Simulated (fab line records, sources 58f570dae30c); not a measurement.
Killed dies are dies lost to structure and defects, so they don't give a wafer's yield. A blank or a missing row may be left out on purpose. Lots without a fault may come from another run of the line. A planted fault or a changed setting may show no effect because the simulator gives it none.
Problem report in the 8D (eight disciplines) form, filled by code | flow berkeley_cmos170 | the parts of the form that need people (team, actions taken, sign-off) are left out

1. THE PROBLEM
oes_product_au at UCB170_CONTACT_ETCH_18 reads a mean of 0.829 a.u. on 1 wafer of 1 lot; wafers without a fault read 0.894 a.u. with a standard deviation of 0.013. That is -5.0 standard deviations from the usual mean.
The step: etches PSG in CHF3/CF4/Ar, stops on TiSi2, target depth 840 nm, time 195 s.
First seen on wafer L993.6, day 11 07:00, on rie_diel-04. The record holds 39 wafers of 13 lots with a number at this step. Rule for "out", or "out of limits": more than 4 standard deviations from the usual mean. The other wafers with a number count as sound.

2. WHAT IT IS AND WHAT IT IS NOT
question                    | is                | is not
which readings at this step | oes_product_au    | CHF3_flow_sccm, drypump_motor_current_A, throttle_valve_pct
which lots                  | L993              | L972, L973, L975, L976, L977, L979, L980, L981, L983, L985, L986, L989
which wafers of those lots  | L993.6            | L993.1, L993.4
read on which tools         | rie_diel-04       | rie_diel-01, rie_diel-02
when                        | from day 11 07:00 | up to then (38 sound wafers)

3. SUSPECTS, AND WHAT RULES EACH OUT
Counting: a tool at a process step up to the reading stays a suspect if it ran every lot that is out. Sound lots after the first of them don't rule it out here, since some wafers of a struck lot are sound.
- rie_diel-04 at UCB170_CONTACT_ETCH_18 (etches PSG in CHF3/CF4/Ar, stops on TiSi2, target depth 840 nm, time 195 s): kept. It ran the lot that is out, L993 (day 11 07:00); its last sound lot up to then is L985 (day 9 18:00). Its own readings are out on those wafers: oes_product_au.
- Within rie_diel-04 at UCB170_CONTACT_ETCH_18: the wafers that are out ran in chamber 0; their sound lot-mates ran in chambers 1, 3.
Left after counting: rie_diel-04 at UCB170_CONTACT_ETCH_18.

4. THE CAUSE (what the simulator had put in)
Process parameter drift: rie_diel-04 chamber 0, from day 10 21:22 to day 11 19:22, at UCB170_CONTACT_ETCH_18. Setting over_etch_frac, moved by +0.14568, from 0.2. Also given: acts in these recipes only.
Counting left only this tool.

5. THE CHAIN OF EFFECTS, in route order
Each row: a reading whose mean over the struck wafers that have a number lies more than 3 standard deviations from the usual. Only readings for which the record gives a usual standard deviation are gone through. hours: the time from each lot's start at the first step in this table that gives one to its start at this step, as a median over the lots. sigmas: the change in usual standard deviations.
hours | step                   | reading        | usual      | on struck wafers | change | sigmas
0     | UCB170_CONTACT_ETCH_18 | oes_product_au | 0.894 a.u. | 0.829            | -0.065 | -5.0
The process steps in it:
- UCB170_CONTACT_ETCH_18: etches PSG in CHF3/CF4/Ar, stops on TiSi2, target depth 840 nm, time 195 s.

6. WHAT WOULD HAVE CAUGHT IT SOONER
In this record the first reading out of limits was taken at day 11 07:00, 10 hours after the fault began at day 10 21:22.
